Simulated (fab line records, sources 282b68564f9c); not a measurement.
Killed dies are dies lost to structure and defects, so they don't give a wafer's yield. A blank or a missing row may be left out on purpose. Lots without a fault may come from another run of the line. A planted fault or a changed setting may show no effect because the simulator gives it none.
A struck lot beside a sound one | flow rit_cmos | 15 steps out of a route of 202
Sound: wafers L784.1, L784.2, L784.5. Struck: wafers L789.3, L789.4, L789.6. The cause comes at the end.
At each step with rows: each side's tool, then ch and its chambers, then its first start. Under that, the readings that differ: sound wafers | struck wafers | difference of the means | sigmas: that difference in standard deviations of wafers without a fault.
alike: readings whose means differ by less than 2 such deviations, and words and numbers that are the same on both sides. not compared: withheld readings, readings that some wafer has no value for, bounds like >300 that may hide the same value, and numbers for which the record gives no deviation and whose values overlap.
The two part at a step that has a row with sigmas, a row that says differs or no value, or rows on one side only. Numbers that don't overlap but have no deviation are shown without sigmas and don't part them. A reading that every wafer of one side lacks parts them only if that side has two wafers or more.

RIT_CONTACT_CVD_00: deposits SiO2 from TEOS, target thk 400 nm, time 61 s.
  sound on pecvd-03 ch 0,1, day 3 20:38; struck on pecvd-01 ch 0,1, day 5 00:15
  alike: heater_power_w
RIT_CONTACT_THK_MEAS_01:
  sound on film_metro-01, day 3 20:41; struck on film_metro-04, day 5 00:19
  alike: CONTACT_TEOS_THK
then, 6 steps without rows for these wafers: RIT_CONTACT_HMDS_02 (prime time 60 s); RIT_CONTACT_COAT_03 (resist thk 1000 nm); RIT_CONTACT_SOFTBAKE_04 (time 60 s); RIT_CONTACT_EXPOSE_05 (exposes mask M11, target cd 1000 nm); RIT_CONTACT_PEB_06; RIT_CONTACT_DEVELOP_07 (develop time 120 s).
RIT_CONTACT_CD_MEAS_08: target cd 1000 nm.
  sound on cd_sem-01, day 3 22:02; struck on cd_sem-02, day 5 01:33
  alike: cd_nm
RIT_CONTACT_OVL_MEAS_09:
  sound on overlay-01, day 3 22:10; struck on overlay-02, day 5 01:38
  alike: CONTACT_OVL
then, 1 step without rows for these wafers: RIT_CONTACT_HARDBAKE_10 (time 60 s).
RIT_CONTACT_ETCH_11: etches SiO2 in CHF3/CF4/Ar, stops on TiSi2, target depth 480 nm, time 320 s.
  sound on rie_diel-04 ch 1,2, day 3 22:20; struck on rie_diel-02 ch 0,1,3, day 5 01:49
  alike: drypump_motor_current_A, oes_product_au, throttle_valve_pct
  not compared: rf_hours_counter_h
RIT_CONTACT_STRIP_12: strips in O2, time 172.5 s.
  sound on plasma_asher-01 ch 0,1, day 3 22:32; struck on plasma_asher-03 ch 0,1, day 5 02:04
  no value came back on the struck wafers for chamber_pressure_mTorr (mTorr), drypump_motor_current_A (A); on the sound wafers chamber_pressure_mTorr (mTorr) reads 3998 3994 4003
  reading                                      | sound | struck            | difference | sigmas
  model.NOVOLAK_of_CONTACT_COAT_03.thk_nm (nm) | 0 0 0 | 775.3 769.7 765.8 | +770.3     |
  not compared: rf_hours_counter_h
RIT_CONTACT_CD_MEAS_90: target cd 1000 nm.
  sound on cd_sem-02, day 3 22:43; struck on cd_sem-02, day 5 02:14
  alike: cd_nm
RIT_M1_PROBE_99:
  the record has rows for the struck wafers here (prober-01, day 5 07:02) and none for the sound ones

WHERE THEY PART
First at RIT_CONTACT_STRIP_12; last, within this record, at RIT_M1_PROBE_99.

WHY: what the simulator had put in
Skipped step whole: plasma_asher-03, from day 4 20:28 on, at RIT_CONTACT_STRIP_12. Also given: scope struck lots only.
